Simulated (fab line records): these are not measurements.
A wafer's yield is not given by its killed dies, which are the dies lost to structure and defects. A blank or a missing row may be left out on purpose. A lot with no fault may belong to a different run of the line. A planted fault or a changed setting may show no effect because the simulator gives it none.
fab line records + flow rit_cmos
record:
- lots: 6
- wafers: 18
- last_day: 6
route steps=202 shown SILICIDE@167 CONTACT@168 M1@202
lots that met no fault: taken from a fault-free run of the same line
start_h: hours from the record's first day to the start of the lot's first wafer shown + wait_h: hours since the lot's step before + " as in the row above + L1.1+2: a single row standing in for several wafers + - no value, or no start given + * or withheld: withheld + < > ~ a bound
route shown NAME@n: NAME is a module with steps in the file, n the number in the route of the first one + usual: mean/standard deviation of fault-free wafers + same: alike in all rows + chamber/n: place in a boat + sites: each site's reading + _std_site: standard deviation of those values + _edge_site: mean of outer sites minus mean of inner sites + radius_mm: how far each site lies from the wafer's centre + mask NAME#n: copy n + behind: the last tool/chamber to shape the wafer + hold: why the lot was held/for how many hours/how that ended + device: the transistor (n, p or np) that didn't switch + end of line: the tests these same wafers got at the end of their route + step lacking rows: just its recipe + killed: not the wafer's yield, but the dies lost to structure and defects at the first sort + map: shows each die of a wafer: x if killed, . if not, _ if none is there
set.NAME: setting as actually run; set.NAME@STEP: the setting as run at that earlier step + model.NAME: the simulator's own value behind a step, which no gauge read
a table for each step, a row for each wafer; lots at some steps of the route
services: from which hour (start_h, from the record's first day; less than 0 if before it) a tool's chamber was out of use, for how many hours, and why
== steps ==
step: RIT_SILICIDE_RTA_06
recipe:
- temp_c: 750
- time_s: 10
- idle_temp_c: 25
- ramp_up_s: 5
- ramp_down_s: 10
- cool_to_c: 25
- ambient: N2
usual:
- wafer_temp_C_max: 753.4/0.81
| lot.wafer | tool          | chamber | start_h | wait_h | wafer_temp_C_max |
|-----------|---------------|---------|---------|--------|------------------|
| L836.2    | rtp_anneal-02 | 0       | 86.91   | 0.0    | 755.5            |
| L836.4    | "             | 0       | "       | "      | 754.2            |
| L836.5    | "             | 0       | "       | "      | 754.8            |
| L837.3    | rtp_anneal-01 | 0       | 92.96   | 0.0    | 751.6            |
| L837.5    | "             | 0       | "       | "      | 752.4            |
| L837.6    | "             | 0       | "       | "      | 752.9            |
| L840.1    | rtp_anneal-02 | 0       | 107.32  | 0.0    | 753.8            |
| L840.2    | "             | 0       | "       | "      | 754.4            |
| L840.3    | "             | 0       | "       | "      | 754.1            |
| L843.1    | rtp_anneal-01 | 0       | 120.67  | 0.0    | 753.2            |
| L843.2    | "             | 0       | "       | "      | 752.8            |
| L843.6    | "             | 0       | "       | "      | 753.0            |
| L844.3    | rtp_anneal-02 | 0       | 124.87  | 0.0    | 754.3            |
| L844.5    | "             | 0       | "       | "      | 754.0            |
| L844.6    | "             | 0       | "       | "      | 753.7            |
| L847.1    | rtp_anneal-01 | 0       | 141.22  | 0.0    | 752.9            |
| L847.3    | "             | 0       | "       | "      | 753.5            |
| L847.6    | "             | 0       | "       | "      | 752.3            |
step: RIT_CONTACT_CVD_00
recipe:
- material: SiO2
- target_thk_nm: 400
- precursor: TEOS
- temp_c: 390
- time_s: 61
- rf_w: 400
usual:
- heater_power_w: 319/61
- rf_fwd_power_W: 396.8/1.8
| lot.wafer | tool     | chamber | start_h | wait_h | heater_power_w | rf_fwd_power_W | since_wet_clean_h |
|-----------|----------|---------|---------|--------|----------------|----------------|-------------------|
| L836.2    | pecvd-02 | 2       | 86.96   | 0.0    | 283            | 398.6          | 1423              |
| L836.4    | "        | 2       | "       | "      | 293            | 398.1          | -                 |
| L836.5    | "        | 1       | "       | "      | 377            | 395.0          | -                 |
| L837.3    | pecvd-04 | 1       | 93.01   | 0.0    | 386            | 393.7          | 648               |
| L837.5    | "        | 0       | "       | "      | 319            | 396.6          | -                 |
| L837.6    | "        | 2       | "       | "      | 361            | 396.2          | -                 |
| L840.1    | pecvd-02 | 1       | 107.39  | 0.1    | 366            | 394.4          | 1444              |
| L840.2    | "        | 2       | "       | "      | 220            | 395.7          | 1444              |
| L840.3    | "        | 0       | "       | "      | 234            | 395.6          | 1444              |
| L843.1    | pecvd-01 | 0       | 120.74  | 0.1    | 331            | 393.7          | 271               |
| L843.2    | "        | 2       | "       | "      | 291            | 398.7          | 271               |
| L843.6    | "        | 2       | "       | "      | 298            | 399.5          | -                 |
| L844.3    | pecvd-04 | 2       | 124.92  | 0.0    | 294            | 398.3          | 680               |
| L844.5    | "        | 0       | "       | "      | 319            | 399.7          | -                 |
| L844.6    | "        | 2       | "       | "      | 318            | 397.9          | -                 |
| L847.1    | pecvd-04 | 2       | 141.29  | 0.1    | 345            | 398.7          | 697               |
| L847.3    | "        | 1       | "       | "      | 413            | 395.6          | 697               |
| L847.6    | "        | 1       | "       | "      | 440            | 395.3          | -                 |
step: RIT_CONTACT_THK_MEAS_01
recipe:
- reads: SiO2_of_CONTACT_CVD_00
usual:
- CONTACT_TEOS_THK: 398/5.5
| lot.wafer | tool          | chamber | start_h | wait_h | CONTACT_TEOS_THK[nm] |
|-----------|---------------|---------|---------|--------|----------------------|
| L836.2    | film_metro-04 | -       | 87.02   | 0.0    | 400                  |
| L836.4    | "             | -       | "       | "      | 409                  |
| L836.5    | "             | -       | "       | "      | 407                  |
| L837.3    | film_metro-01 | -       | 93.08   | 0.0    | 398                  |
| L837.5    | "             | -       | "       | "      | 403                  |
| L837.6    | "             | -       | "       | "      | 407                  |
| L840.1    | film_metro-01 | -       | 107.44  | 0.0    | 389                  |
| L840.2    | "             | -       | "       | "      | 395                  |
| L840.3    | "             | -       | "       | "      | 393                  |
| L843.1    | film_metro-02 | -       | 120.79  | 0.0    | 396                  |
| L843.2    | "             | -       | "       | "      | 408                  |
| L843.6    | "             | -       | "       | "      | 409                  |
| L844.3    | film_metro-01 | -       | 124.99  | 0.0    | 403                  |
| L844.5    | "             | -       | "       | "      | 403                  |
| L844.6    | "             | -       | "       | "      | 401                  |
| L847.1    | film_metro-01 | -       | 141.34  | 0.0    | 392                  |
| L847.3    | "             | -       | "       | "      | 388                  |
| L847.6    | "             | -       | "       | "      | 397                  |
step: RIT_CONTACT_HMDS_02
recipe:
- prime_time_s: 60
- prime_temp_c: 140
step: RIT_CONTACT_COAT_03
recipe:
- resist: NOVOLAK
- spin_rpm: 3250
- resist_thk_nm: 1000
step: RIT_CONTACT_SOFTBAKE_04
recipe:
- resist: NOVOLAK
- temp_c: 90
- time_s: 60
step: RIT_CONTACT_EXPOSE_05
recipe:
- mask_id: M11
- na: 0.6
- source_shape: conventional
- sigma_outer: 0.5
- target_cd_nm: 1000
- dose_mj: 250
step: RIT_CONTACT_PEB_06
recipe:
- resist: NOVOLAK
- temp_c: withheld
- time_s: withheld
step: RIT_CONTACT_DEVELOP_07
recipe:
- resist: NOVOLAK
- develop_time_s: 120
- dev_temp_c: 23
step: RIT_CONTACT_CD_MEAS_08
recipe:
- target_cd_nm: 1000
usual:
- cd_nm: 999.9/2.4
| lot.wafer | tool      | chamber | start_h | wait_h | cd_nm  |
|-----------|-----------|---------|---------|--------|--------|
| L836.2    | cd_sem-02 | -       | 88.18   | -      | 1002.9 |
| L836.4    | "         | -       | "       | "      | 1003.1 |
| L836.5    | "         | -       | "       | "      | 1001.5 |
| L837.3    | cd_sem-02 | -       | 94.25   | -      | 1001.9 |
| L837.5    | "         | -       | "       | "      | 999.7  |
| L837.6    | "         | -       | "       | "      | 1000.4 |
| L840.1    | cd_sem-02 | -       | 108.47  | -      | 996.5  |
| L840.2    | "         | -       | "       | "      | 997.0  |
| L840.3    | "         | -       | "       | "      | 996.1  |
| L843.1    | cd_sem-02 | -       | 121.94  | -      | 1002.3 |
| L843.2    | "         | -       | "       | "      | 1002.5 |
| L843.6    | "         | -       | "       | "      | 1000.2 |
| L844.3    | cd_sem-02 | -       | 126.16  | -      | 1002.1 |
| L844.5    | "         | -       | "       | "      | 1003.1 |
| L844.6    | "         | -       | "       | "      | 999.5  |
| L847.1    | cd_sem-01 | -       | 142.49  | -      | 999.1  |
| L847.3    | "         | -       | "       | "      | 998.2  |
| L847.6    | "         | -       | "       | "      | 997.6  |
step: RIT_CONTACT_OVL_MEAS_09
usual:
- CONTACT_OVL: 0.2/1.4
| lot.wafer | tool       | chamber | start_h | wait_h | CONTACT_OVL[nm] |
|-----------|------------|---------|---------|--------|-----------------|
| L836.2    | overlay-01 | -       | 88.29   | 0.1    | -0.2            |
| L836.4    | "          | -       | "       | "      | -0.2            |
| L836.5    | "          | -       | "       | "      | 0.5             |
| L837.3    | overlay-01 | -       | 94.34   | 0.1    | 1.9             |
| L837.5    | "          | -       | "       | "      | 0.9             |
| L837.6    | "          | -       | "       | "      | 0.2             |
| L840.1    | overlay-02 | -       | 108.59  | 0.1    | 1.5             |
| L840.2    | "          | -       | "       | "      | -0.9            |
| L840.3    | "          | -       | "       | "      | 1.6             |
| L843.1    | overlay-02 | -       | 122.06  | 0.1    | 0.8             |
| L843.2    | "          | -       | "       | "      | -0.3            |
| L843.6    | "          | -       | "       | "      | 0.3             |
| L844.3    | overlay-02 | -       | 126.25  | 0.1    | 0.5             |
| L844.5    | "          | -       | "       | "      | 0.7             |
| L844.6    | "          | -       | "       | "      | -1.1            |
| L847.1    | overlay-02 | -       | 142.61  | 0.1    | 1.6             |
| L847.3    | "          | -       | "       | "      | 0.4             |
| L847.6    | "          | -       | "       | "      | 0.7             |
step: RIT_CONTACT_HARDBAKE_10
recipe:
- resist: NOVOLAK
- temp_c: 140
- time_s: 60
step: RIT_CONTACT_ETCH_11
recipe:
- target_depth_a: 4800
- over_etch_frac: 0.2
- stop_on: TiSi2
- chemistry: CHF3/CF4/Ar
- target: SiO2
- CHF3_flow_sccm: 50
- cf4_flow_sccm: 10
- Ar_flow_sccm: 100
- O2_flow_sccm: 5
- pressure_mtorr: 100
- rf_w: 200
- time_s: 320
usual:
- drypump_motor_current_A: 5.7/0.35
- mfc_ar_sccm: 100.0/0.32
- oes_product_au: 0.987/0.017
- rf_fwd_power_W: 199.5/0.59
- throttle_valve_pct: 8.91/0.1
| lot.wafer | tool        | chamber | start_h | wait_h | drypump_motor_current_A | mfc_ar_sccm | oes_product_au | rf_fwd_power_W | rf_hours_counter_h | throttle_valve_pct | model.NOVOLAK_of_CONTACT_COAT_03.thk_nm |
|-----------|-------------|---------|---------|--------|-------------------------|-------------|----------------|----------------|--------------------|--------------------|-----------------------------------------|
| L836.2    | rie_diel-02 | 3       | 88.47   | 0.1    | 5.6                     | 100.0       | 0.995          | 199.5          | 33                 | 8.64               | 770.4                                   |
| L836.4    | "           | 2       | "       | "      | 5.9                     | 100.1       | 1.010          | 200.5          | 88                 | 8.84               | 766.4                                   |
| L836.5    | "           | 1       | "       | "      | 5.3                     | 100.2       | 0.972          | 200.2          | -                  | 8.95               | 765.9                                   |
| L837.3    | rie_diel-03 | 2       | 94.52   | 0.1    | 5.3                     | 100.1       | 0.970          | 199.4          | 20                 | 8.91               | 769.3                                   |
| L837.5    | "           | 3       | "       | "      | 5.2                     | 99.9        | 0.997          | 199.2          | -                  | 8.87               | 768.5                                   |
| L837.6    | "           | 1       | "       | "      | 6.0                     | 99.8        | 1.005          | 199.6          | -                  | 9.06               | 768.5                                   |
| L840.1    | rie_diel-02 | 2       | 108.79  | 0.1    | 5.9                     | 100.2       | 1.004          | 198.6          | 88                 | 8.86               | 769.1                                   |
| L840.2    | "           | 3       | "       | "      | 5.7                     | 100.3       | 0.999          | 199.3          | 34                 | 8.65               | 770.8                                   |
| L840.3    | "           | 1       | "       | "      | 5.3                     | 100.2       | 0.971          | 201.2          | 97                 | 8.96               | 724                                     |
| L843.1    | rie_diel-02 | 2       | 122.25  | 0.1    | 5.9                     | 99.9        | 1.011          | 199.8          | 88                 | 8.86               | 768.8                                   |
| L843.2    | "           | 0       | "       | "      | 6.1                     | 100.2       | 1.017          | 199.5          | 48                 | 9.01               | 771.2                                   |
| L843.6    | "           | 1       | "       | "      | 5.3                     | 100.0       | 0.975          | 199.8          | -                  | 8.94               | 724.7                                   |
| L844.3    | rie_diel-01 | 2       | 126.42  | 0.1    | 6.0                     | 99.9        | 0.978          | 200.2          | 107                | 8.99               | 765.7                                   |
| L844.5    | "           | 3       | "       | "      | 5.5                     | 100.3       | 0.980          | 200.0          | -                  | 8.81               | 761.5                                   |
| L844.6    | "           | 0       | "       | "      | 6.0                     | 100.0       | 0.965          | 200.4          | -                  | 8.98               | 770.2                                   |
| L847.1    | rie_diel-03 | 2       | 142.79  | 0.1    | 5.4                     | 99.3        | 0.982          | 200.0          | 22                 | 8.94               | 769.7                                   |
| L847.3    | "           | 2       | "       | "      | 5.3                     | 99.5        | 0.977          | 199.8          | -                  | 8.91               | 767.2                                   |
| L847.6    | "           | 2       | "       | "      | 5.4                     | 99.3        | 0.982          | 199.9          | -                  | 8.92               | 769.7                                   |
step: RIT_CONTACT_STRIP_12
recipe:
- chemistry: O2
- time_s: 180
- resist: NOVOLAK
- platen_temp_c: withheld
- power_w: 500
- pressure_mtorr: 4000
- o2_flow_sccm: 4000
usual:
- drypump_motor_current_A: 5.7/0.34
- o2_flow_sccm: 4000/13
| lot.wafer | tool            | chamber | start_h | wait_h | drypump_motor_current_A | o2_flow_sccm | rf_hours_counter_h |
|-----------|-----------------|---------|---------|--------|-------------------------|--------------|--------------------|
| L836.2    | plasma_asher-04 | 0       | 88.66   | 0.1    | 5.9                     | 4007         | 47                 |
| L836.4    | "               | 1       | "       | "      | 5.5                     | 3995         | -                  |
| L836.5    | "               | 1       | "       | "      | 5.5                     | 4006         | -                  |
| L837.3    | plasma_asher-02 | 1       | 94.77   | 0.2    | 6.0                     | 4012         | -                  |
| L837.5    | "               | 1       | "       | "      | 6.0                     | 4015         | -                  |
| L837.6    | "               | 0       | "       | "      | 6.3                     | 4019         | -                  |
| L840.1    | plasma_asher-04 | 1       | 108.98  | 0.1    | 5.5                     | 4006         | 49                 |
| L840.2    | "               | 0       | "       | "      | 5.9                     | 3994         | 49                 |
| L840.3    | "               | 0       | "       | "      | 5.9                     | 3987         | -                  |
| L843.1    | plasma_asher-02 | 1       | 122.44  | 0.1    | 6.0                     | 3978         | 32                 |
| L843.2    | "               | 0       | "       | "      | 6.2                     | 3993         | 32                 |
| L843.6    | "               | 1       | "       | "      | 6.0                     | 4007         | -                  |
| L844.3    | plasma_asher-02 | 0       | 126.68  | 0.2    | 6.2                     | 4010         | -                  |
| L844.5    | "               | 1       | "       | "      | 6.0                     | 4009         | -                  |
| L844.6    | "               | 0       | "       | "      | 6.2                     | 4023         | -                  |
| L847.1    | plasma_asher-04 | 1       | 143.09  | 0.2    | 5.5                     | 4004         | 53                 |
| L847.3    | "               | 0       | "       | "      | 5.9                     | 3999         | -                  |
| L847.6    | "               | 0       | "       | "      | 5.9                     | 3982         | -                  |
step: RIT_M1_PROBE_99
usual:
- killed_at_M0_to_M3: 0.0/0.14
- killed_at_front_end: 7/3
- killed_dies: 7/3.1
- killed_open: 3.4/2.1
- killed_short: 3.2/1.9
same:
- gross_dies: 264
- killed_at_M4_up: 0
- killed_at_back_side: 0
- killed_at_contacts: 0
- killed_at_other: 0
| lot.wafer | tool      | chamber | start_h | wait_h | killed_at_M0_to_M3 | killed_at_front_end | killed_dies | killed_open | killed_short | model.etest.nmos_0p15.junction_log10_a_um | model.etest.nmos_narrow.off_log10_a_um | model.etest.nmos_0p3.off_log10_a_um | model.etest.gate_end_array.leak_log10_a_um | model.etest.pmos_0p15.junction_log10_a_um | model.etest.contact_diode_array.leak_log10_a | model.etest.antenna_contact.gate_log10_a_cm2 | model.etest.select_edge_diode_n.leak_log10_a |
|-----------|-----------|---------|---------|--------|--------------------|---------------------|-------------|-------------|--------------|-------------------------------------------|----------------------------------------|-------------------------------------|--------------------------------------------|-------------------------------------------|----------------------------------------------|----------------------------------------------|----------------------------------------------|
| L836.2    | prober-01 | -       | 93.57   | 0.1    | 0                  | 4                   | 4           | 0           | 4            | -13.8                                     | -13.28                                 | -13.11                              | -12.84                                     | -13.7                                     | -9.268                                       | -6.189                                       | -9.857                                       |
| L836.4    | prober-01 | -       | 93.67   | 0.2    | 0                  | 4                   | 4           | 2           | 2            | -13.73                                    | -13.24                                 | -13.08                              | -12.87                                     | -13.66                                    | -9.599                                       | -6.345                                       | -9.828                                       |
| L836.5    | prober-01 | -       | 93.72   | 0.2    | 0                  | 9                   | 9           | 4           | 5            | -13.61                                    | -13.26                                 | -12.94                              | -12.85                                     | -13.92                                    | -9.466                                       | -6.042                                       | -9.887                                       |
| L837.3    | prober-02 | -       | 99.66   | 0.2    | 0                  | 8                   | 8           | 5           | 3            | -13.58                                    | -13.1                                  | -12.94                              | -12.79                                     | -13.79                                    | -9.584                                       | -5.912                                       | -9.971                                       |
| L837.5    | prober-02 | -       | 99.76   | 0.2    | 0                  | 7                   | 7           | 3           | 4            | -13.45                                    | -13.13                                 | -12.97                              | -12.85                                     | -13.91                                    | -9.565                                       | -5.952                                       | -9.534                                       |
| L837.6    | prober-02 | -       | 99.81   | 0.2    | 1                  | 9                   | 10          | 5           | 5            | -13.58                                    | -13.16                                 | -13.11                              | -12.94                                     | -13.87                                    | -9.411                                       | -5.926                                       | -9.749                                       |
| L840.1    | prober-01 | -       | 114.97  | 0.1    | 0                  | 9                   | 9           | 1           | 8            | -13.56                                    | -13.04                                 | -12.84                              | -12.62                                     | -13.85                                    | -9.271                                       | -5.477                                       | -9.854                                       |
| L840.2    | prober-01 | -       | 115.02  | 0.1    | 0                  | 2                   | 2           | 2           | 0            | -13.65                                    | -13.18                                 | -12.82                              | -12.61                                     | -13.72                                    | -9.598                                       | -5.457                                       | -9.529                                       |
| L840.3    | prober-01 | -       | 115.07  | 0.2    | 0                  | 8                   | 8           | 6           | 2            | -11.25                                    | -11.25                                 | -11.24                              | -11.08                                     | -12.24                                    | -7.965                                       | -4.712                                       | -9.127                                       |
| L843.1    | prober-02 | -       | 127.24  | 0.1    | 0                  | 6                   | 6           | 4           | 2            | -13.3                                     | -13.28                                 | -13.17                              | -12.89                                     | -13.65                                    | -9.445                                       | -6.527                                       | -9.906                                       |
| L843.2    | prober-02 | -       | 127.29  | 0.1    | 0                  | 3                   | 3           | 1           | 2            | -13.42                                    | -13.09                                 | -13.06                              | -12.87                                     | -13.7                                     | -9.373                                       | -6.197                                       | -9.817                                       |
| L843.6    | prober-02 | -       | 127.49  | 0.2    | 0                  | 3                   | 3           | 1           | 2            | -11.5                                     | -11.49                                 | -11.49                              | -11.14                                     | -12.49                                    | -8.278                                       | -5.701                                       | -9.189                                       |
| L844.3    | prober-01 | -       | 131.39  | 0.2    | 0                  | 1                   | 1           | 1           | 0            | -13.32                                    | -13.05                                 | -12.91                              | -12.66                                     | -13.87                                    | -9.555                                       | -5.454                                       | -9.872                                       |
| L844.5    | prober-01 | -       | 131.49  | 0.2    | 0                  | 4                   | 4           | 2           | 2            | -13.55                                    | -13.22                                 | -12.94                              | -12.65                                     | -13.9                                     | -9.539                                       | -5.913                                       | -9.895                                       |
| L844.6    | prober-01 | -       | 131.54  | 0.2    | 0                  | 5                   | 5           | 3           | 2            | -13.46                                    | -13.06                                 | -13.03                              | -12.79                                     | -13.83                                    | -9.3                                         | -5.53                                        | -9.949                                       |
| L847.1    | prober-02 | -       | 147.74  | 0.1    | 0                  | 11                  | 11          | 5           | 6            | -13.55                                    | -13.28                                 | -12.98                              | -12.74                                     | -13.75                                    | -9.419                                       | -6.175                                       | -9.598                                       |
| L847.3    | prober-02 | -       | 147.84  | 0.2    | 0                  | 10                  | 10          | 9           | 1            | -13.49                                    | -13.21                                 | -13.08                              | -12.93                                     | -13.94                                    | -9.346                                       | -6.375                                       | -9.59                                        |
| L847.6    | prober-02 | -       | 147.99  | 0.2    | 0                  | 4                   | 4           | 4           | 0            | -13.54                                    | -13.15                                 | -13.21                              | -13.12                                     | -13.74                                    | -9.352                                       | -6.291                                       | -9.636                                       |
killed by level:class
L836.2 GATE:geometric_particle:short=2 SPACER:geometric_particle:short=1 SILICIDE:geometric_particle:short=1
L836.4 FOX1:geometric_particle:open=1 GATE:geometric_particle:short=1 SILICIDE:geometric_particle:short=1 SILICIDE:geometric_particle:open=1
L836.5 GATE:geometric_particle:open=3 FOX1:geometric_particle:short=2 FOX2:geometric_particle:short=1 SPACER:geometric_particle:short=1 SILICIDE:geometric_particle:short=1 SILICIDE:geometric_particle:open=1
L837.3 GATE:geometric_particle:open=3 GATE:geometric_particle:short=2 FOX1:geometric_particle:open=1 FOX2:geometric_particle:open=1 REOX:geometric_particle:short=1
L837.5 GATE:geometric_particle:short=2 SILICIDE:geometric_particle:open=2 FOX2:geometric_particle:short=1 GATE:geometric_particle:open=1 SILICIDE:geometric_particle:short=1
L837.6 GATE:geometric_particle:open=3 FOX1:geometric_particle:short=2 SILICIDE:geometric_particle:short=2 REOX:geometric_particle:short=1 SPACER:geometric_particle:open=1 M1:geometric_particle:open=1
L840.1 FOX1:geometric_particle:short=4 REOX:geometric_particle:short=2 FOX2:geometric_particle:short=1 REOX:geometric_particle:open=1 SILICIDE:geometric_particle:short=1
L840.2 GATE:geometric_particle:open=1 SILICIDE:geometric_particle:open=1
L840.3 SPACER:geometric_particle:open=2 FOX2:geometric_particle:open=1 GATE:geometric_particle:open=1 REOX:geometric_particle:short=1 REOX:geometric_particle:open=1 SILICIDE:geometric_particle:open=1 SILICIDE:geometric_particle:short=1
L843.1 SPACER:geometric_particle:open=2 SILICIDE:geometric_particle:open=2 GATE:geometric_particle:short=1 REOX:geometric_particle:short=1
L843.2 FOX2:geometric_particle:short=1 GATE:geometric_particle:open=1 REOX:geometric_particle:short=1
L843.6 GATE:geometric_particle:short=1 SPACER:geometric_particle:open=1 SILICIDE:geometric_particle:short=1
L844.3 SILICIDE:geometric_particle:open=1
L844.5 GATE:geometric_particle:open=2 REOX:geometric_particle:short=1 SPACER:geometric_particle:short=1
L844.6 FOX1:geometric_particle:open=1 GATE:geometric_particle:short=1 GATE:geometric_particle:open=1 SPACER:geometric_particle:open=1 SPACER:geometric_particle:short=1
L847.1 GATE:geometric_particle:open=3 SPACER:geometric_particle:short=2 SILICIDE:geometric_particle:short=2 FOX1:geometric_particle:open=1 FOX1:geometric_particle:short=1 REOX:geometric_particle:short=1 SPACER:geometric_particle:open=1
L847.3 FOX1:geometric_particle:open=3 REOX:geometric_particle:open=3 GATE:geometric_particle:open=2 REOX:geometric_particle:short=1 SILICIDE:geometric_particle:open=1
L847.6 SILICIDE:geometric_particle:open=2 GATE:geometric_particle:open=1 SPACER:geometric_particle:open=1
== services ==
| tool            | chamber | start_h | hours | kind           |
|-----------------|---------|---------|-------|----------------|
| plasma_asher-04 | -       | 71.49   | 0.9   | repair         |
| rie_diel-03     | 0       | 76.05   | 35.9  | repair         |
| pecvd-01        | -       | 76.58   | 0.3   | repair         |
| pecvd-01        | -       | 91.22   | 28.1  | pm             |
| rie_diel-01     | 1       | 93.58   | -     | clean          |
| rie_diel-01     | 1       | 93.58   | 25.0  | scheduled_down |
| rie_diel-01     | 1       | 93.58   | 25.0  | vent_cycle     |
| rtp_anneal-01   | -       | 101.77  | 5.2   | pm             |
| pecvd-04        | 1       | 108.19  | -     | calibration    |
| rie_diel-01     | -       | 126.74  | 0.5   | repair         |
| rie_diel-03     | 1       | 134.59  | 11.6  | repair         |
| rie_diel-03     | 0       | 136.83  | 10.5  | repair         |
== key ==
first_sign none at tools or gauges
model_effect:
- step: RIT_CONTACT_ETCH_11
- value: NOVOLAK_of_CONTACT_COAT_03.thk_nm
- without: 769.4
- struck: 724.4
model_effect:
- step: RIT_M1_PROBE_99
- value: etest.nmos_0p15.junction_log10_a_um
- without: -13.52
- struck: -11.38
met_at RIT_CONTACT_ETCH_11
struck_wafers L840.3,L843.6
tester_left_out L840,L843
onset_between 88.47 108.79
fault:
- kind: process_parameter_drift
- tool: rie_diel-02
- chamber: 1
- onset_h: 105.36
- steps: RIT_CONTACT_ETCH_11
- channel: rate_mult
- offset: 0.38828
- shape: step
- end_h: 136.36
tester_left_out: of these lots the tester's yield and bins aren't shown, on N5 and GAA mostly nor the transistor test; their killed dies are dies lost to structure and defects alone, not to doping, threshold or leakage, so they don't give the yield
